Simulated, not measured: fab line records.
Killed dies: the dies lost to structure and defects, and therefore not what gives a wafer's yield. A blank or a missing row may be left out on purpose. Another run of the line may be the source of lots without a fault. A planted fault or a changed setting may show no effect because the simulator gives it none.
Which of the tools did it? -- flow berkeley-cmos170 -- Sampling: 7 lots, 21 wafers, 4 of 331 route steps

## WHAT THE GAUGES READ, wafer by wafer
UCB170_M1_CD_MEAS_09 targets a cd of 700 nm.
lot,measured,on,cd-nm (nm)
L649,day 7 10:15,cd-sem-01,698.3 697.1 699.7
L653,day 7 21:16,cd-sem-02,699.6 700.4 701.3
L651,day 7 17:49,cd-sem-02,702.1 702.7 703.0
L655,day 8 16:32,cd-sem-01,699.0 698.5 698.5
L658,day 8 19:08,cd-sem-02,682.8 681.0 682.5 682.7 681.0 682.8
L662,day 10 01:29,cd-sem-02,676.4 676.0 676.9 676.9 676.0 676.8
L668,day 11 12:59,cd-sem-01,702.5 703.2 702.7

## EACH LOT AND THE TOOL THAT RAN IT (in order: tool; ch and the chambers of the sampled wafers; start)
lot,UCB170_NSD_STRIP_09,UCB170_BACKSIDE_STRIP_03,UCB170_M1_COAT_04
L649,"plasma-asher-04 ch 0,1, day 7 01:35","plasma-asher-04 ch 0,1, day 7 02:23","litho-track-04 ch 0, day 7 08:00"
L653,"plasma-asher-04 ch 0,1, day 7 08:16","plasma-asher-04 ch 0, day 7 09:04","litho-track-03 ch 0, day 7 19:00"
L651,"plasma-asher-02 ch 0,1, day 7 08:49","plasma-asher-03 ch 0,1, day 7 09:40","litho-track-03 ch 0, day 7 16:00"
L655,"plasma-asher-04 ch 0,1, day 8 04:44","plasma-asher-04 ch 0,1, day 8 05:42","litho-track-02 ch 0, day 8 15:00"
L658,"plasma-asher-03 ch 0,1, day 8 07:34","plasma-asher-03 ch 0,1, day 8 08:26","litho-track-03 ch 0, day 8 18:00"
L662,"plasma-asher-02 ch 0,1, day 9 15:30","plasma-asher-04 ch 0,1, day 9 16:17","litho-track-03 ch 0, day 10 00:00"
L668,"plasma-asher-02 ch 0,1, day 11 01:12","plasma-asher-04 ch 0,1, day 11 02:21","litho-track-04 ch 0, day 11 11:00"
- UCB170_NSD_STRIP_09: strips in O2.
- UCB170_BACKSIDE_STRIP_03: strips in O2.
- UCB170_M1_COAT_04: resist thk 900 nm.

## THE ANSWER, worked out from the rows above alone
Rule: what is usual is taken from the lots themselves. Put in order of their means at a reading, lots are off if they are a third of the lots or fewer, leave a main group of 4 or more, and stand apart from it by a gap of 3 or more times the standard deviation of the main group's means; of several such gaps the widest counts. Not used: any main group whose means are identical at the precision the tables above print for the reading. Also off: a lot with no number at a reading for which 4 or more lots have one. The other lots that the step has rows for count as sound.
Off: L658, L662, at UCB170_M1_CD_MEAS_09 (cd-nm). Main group: mean 700.6 nm, sd 1.9.
A tool fits if, at a process step before that reading, it ran every lot that is off, and no sound lot after the first of them. Those tools and the gauges at UCB170_M1_CD_MEAS_09 are tried in the same way. 2 tools fit, litho-track-03 at UCB170_M1_COAT_04 and cd-sem-02 at UCB170_M1_CD_MEAS_09, so this cannot tell which one it is.

## WHAT HAD BEEN PUT IN BY THE SIMULATOR
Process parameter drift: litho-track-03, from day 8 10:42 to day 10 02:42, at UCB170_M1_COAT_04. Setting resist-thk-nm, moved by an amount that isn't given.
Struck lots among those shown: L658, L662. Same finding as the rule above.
